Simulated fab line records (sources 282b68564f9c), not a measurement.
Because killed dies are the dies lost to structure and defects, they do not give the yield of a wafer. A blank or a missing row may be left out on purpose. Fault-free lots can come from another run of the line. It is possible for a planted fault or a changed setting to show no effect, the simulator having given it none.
What tool caused it? | flow rit cmos | route of 202 steps, sampled at 1 step: 14 lots, 42 wafers

## WHAT THE GAUGES SHOWED, per wafer
No reading from a measuring or inspecting step in the record can be judged against a usual standard deviation.

## EACH LOT AND THE TOOL THAT RAN IT (in order: tool; ch and the chambers of the sampled wafers; start)
lot  | RIT_SDANNEAL_RTA_03
L166 | rtp anneal-01 ch 0, day 3 02:48
L167 | rtp anneal-02 ch 0, day 3 07:49
L168 | rtp anneal-01 ch 0, day 3 14:26
L169 | rtp anneal-02 ch 0, day 3 18:06
L170 | rtp anneal-01 ch 0, day 3 22:57
L172 | rtp anneal-01 ch 0, day 4 07:28
L174 | rtp anneal-01 ch 0, day 4 18:14
L183 | rtp anneal-02, day 6 14:56
L184 | rtp anneal-01, day 6 19:25
L185 | rtp anneal-02 ch 0, day 6 23:45
L186 | rtp anneal-01 ch 0, day 7 05:10
L187 | rtp anneal-02 ch 0, day 7 10:56
L188 | rtp anneal-01 ch 0, day 7 15:03
L189 | rtp anneal-02 ch 0, day 7 22:51
- RIT_SDANNEAL_RTA_03: time 5 s.

## WHAT THE TOOLS THEMSELVES READ (means of the sampled wafers that have a number; where no wafer has one, the mark that the record gives instead)
RIT_SDANNEAL_RTA_03.
lot  | tool          | anneal temp c max | chamber o2 ppm | wafer_temp_C_max
L166 | rtp anneal-01 | 1058.3            | 1.996          | 1053.4
L167 | rtp anneal-02 | 1054.2            | 2.002          | 1052.6
L168 | rtp anneal-01 | 1057.2            | 1.993          | 1053.3
L169 | rtp anneal-02 | 1053.4            | 1.990          | 1054.1
L170 | rtp anneal-01 | 1057.8            | 2.006          | 1054.0
L172 | rtp anneal-01 | 1058.1            | 2.015          | 1053.4
L174 | rtp anneal-01 | 1057.1            | 2.010          | 1055.1
L183 | rtp anneal-02 | -                 | -              | -
L184 | rtp anneal-01 | -                 | -              | -
L185 | rtp anneal-02 | 1054.2            | 1.982          | 1053.5
L186 | rtp anneal-01 | 1057.9            | 2.017          | 1053.3
L187 | rtp anneal-02 | 1053.7            | 2.001          | 1052.6
L188 | rtp anneal-01 | 1056.9            | 2.001          | 1052.9
L189 | rtp anneal-02 | 1054.3            | 2.018          | 1052.6

## THE ANSWER, worked out from the rows above alone
Rule: the lots themselves supply what counts as usual. Put in order of their means at a reading, lots are off if they are a third of the lots or fewer, leave a main group of 4 or more, and stand apart from it by a gap of 3 or more times the standard deviation of the main group's means; of several such gaps the widest counts. A main group is skipped when, at the precision printed for the reading in the tables above, its means are all equal. A lot without any number at a reading at which 4 lots or more have one is off too. Any other lot the step has rows for is counted as sound. Order of review: gauges by route order, followed by the tools' own readings, for which a lot's mean as printed above is used. The first step at which some lot is off is used, and at that step the reading that is off furthest; a lot without a number counts as furthest.
Off, at RIT_SDANNEAL_RTA_03 on anneal temp c max: L183, L184. Without a number there: L183, L184. Main group: mean 1056.1, sd 1.9.
If a tool, at that step or one of the process steps before it, ran each lot that is off and ran no sound lot following the first of them, it fits. No candidate that was tried fits.

## WHAT HAD BEEN PUT IN BY THE SIMULATOR
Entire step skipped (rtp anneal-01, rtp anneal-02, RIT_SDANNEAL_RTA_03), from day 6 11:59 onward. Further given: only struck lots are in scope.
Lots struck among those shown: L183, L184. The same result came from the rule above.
